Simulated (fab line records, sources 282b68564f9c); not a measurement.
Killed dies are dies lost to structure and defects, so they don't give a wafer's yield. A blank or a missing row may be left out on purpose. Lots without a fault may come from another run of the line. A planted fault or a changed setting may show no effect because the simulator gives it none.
Tool commonality check | flow rit_cmos | 14 lots, 42 wafers sampled

WHY IT WAS OPENED
At RIT_REOX_THK_MEAS_04 the reading REOX_OXIDE_THK is flagged on 2 of 14 lots. Wafers without a fault read 25.1 nm, standard deviation 0.4.
Rule: a lot is flagged when every wafer of it that has a number lies more than 4 standard deviations from that mean, or none has a number. The other lots count as sound.

lot  | measured    | on            | REOX_OXIDE_THK (nm), wafer by wafer | flag
L147 | day 2 21:59 | film_metro-04 | 25.6 25.3 25.8                      |
L149 | day 3 07:53 | film_metro-04 | 24.7 24.5 24.9                      |
L150 | day 3 13:26 | film_metro-02 | 25.5 25.6 25.6                      |
L151 | day 3 18:39 | film_metro-02 | 28.1 27.8 28.3                      | FLAGGED
L152 | day 3 22:42 | film_metro-01 | 28.0 27.8 28.0                      | FLAGGED
L153 | day 4 02:37 | film_metro-01 | 25.3 25.4 25.3                      |
L155 | day 4 16:15 | film_metro-02 | 24.7 24.7 24.8                      |
L163 | day 6 07:44 | film_metro-02 | 25.3 25.0 24.9                      |
L164 | day 6 10:40 | film_metro-02 | 25.0 24.9 25.0                      |
L165 | day 6 15:22 | film_metro-02 | 25.3 25.5 25.7                      |
L166 | day 6 19:41 | film_metro-04 | 25.0 24.4 25.0                      |
L167 | day 7 02:43 | film_metro-02 | 25.2 25.0 25.0                      |
L168 | day 7 07:20 | film_metro-04 | 25.9 25.8 25.4                      |
L169 | day 7 11:49 | film_metro-01 | 26.4 25.9 26.0                      |
The numbers of the flagged lots are 28.0 nm on average: +2.9 nm against the usual, or +7 standard deviations.

WHICH TOOL RAN EACH LOT
The record holds 1 process step before the reading, out of a route of 202 steps. In each cell: the tool, then ch and the chambers that the sampled wafers went through, then the start.
lot  | flag    | RIT_REOX_OXIDATION_03
L147 |         | furnace-02 ch 0, day 2 19:26
L149 |         | furnace-04 ch 0, day 3 05:20
L150 |         | furnace-02 ch 0, day 3 10:52
L151 | FLAGGED | furnace-02 ch 0, day 3 16:05
L152 | FLAGGED | furnace-02 ch 0, day 3 20:08
L153 |         | furnace-03 ch 0, day 4 00:02
L155 |         | furnace-04 ch 0, day 4 13:41
L163 |         | furnace-03 ch 0, day 6 05:10
L164 |         | furnace-04 ch 0, day 6 08:05
L165 |         | furnace-03 ch 0, day 6 12:49
L166 |         | furnace-02 ch 0, day 6 17:08
L167 |         | furnace-02 ch 0, day 7 00:10
L168 |         | furnace-02 ch 0, day 7 04:47
L169 |         | furnace-02 ch 0, day 7 09:16
What these steps do:
- RIT_REOX_OXIDATION_03: target thk 25.2 nm, ox time 5580 s.
- RIT_REOX_THK_MEAS_04

FLAGGED OVER TOTAL, TOOL BY TOOL (the gauges that took the reading come last)
step                  | tool          | lots run | flagged | share of the flagged lots | sound lots run after its first flagged lot
RIT_REOX_OXIDATION_03 | furnace-02    | 8        | 2       | all                       | 4 (L166,L167,L168,L169)
RIT_REOX_OXIDATION_03 | furnace-03    | 3        | 0       | none                      | -
RIT_REOX_OXIDATION_03 | furnace-04    | 3        | 0       | none                      | -
RIT_REOX_THK_MEAS_04  | film_metro-01 | 3        | 1       | some                      | 2 (L153,L169)
RIT_REOX_THK_MEAS_04  | film_metro-02 | 7        | 1       | some                      | 5 (L155,L163,L164,L165,L167)
RIT_REOX_THK_MEAS_04  | film_metro-04 | 4        | 0       | none                      | -

WHAT THE TABLE ALLOWS
1 row of the table ran every flagged lot: furnace-02 at RIT_REOX_OXIDATION_03.
- furnace-02 at RIT_REOX_OXIDATION_03: 2 of its 8 lots flagged. Sound lots ran on it after the first flagged one (L166, L167, L168, L169), which a lasting fault on the whole tool wouldn't allow.
No row of the table ran every flagged lot and no sound lot after the first.

WHAT THE SIMULATOR HAD PUT IN
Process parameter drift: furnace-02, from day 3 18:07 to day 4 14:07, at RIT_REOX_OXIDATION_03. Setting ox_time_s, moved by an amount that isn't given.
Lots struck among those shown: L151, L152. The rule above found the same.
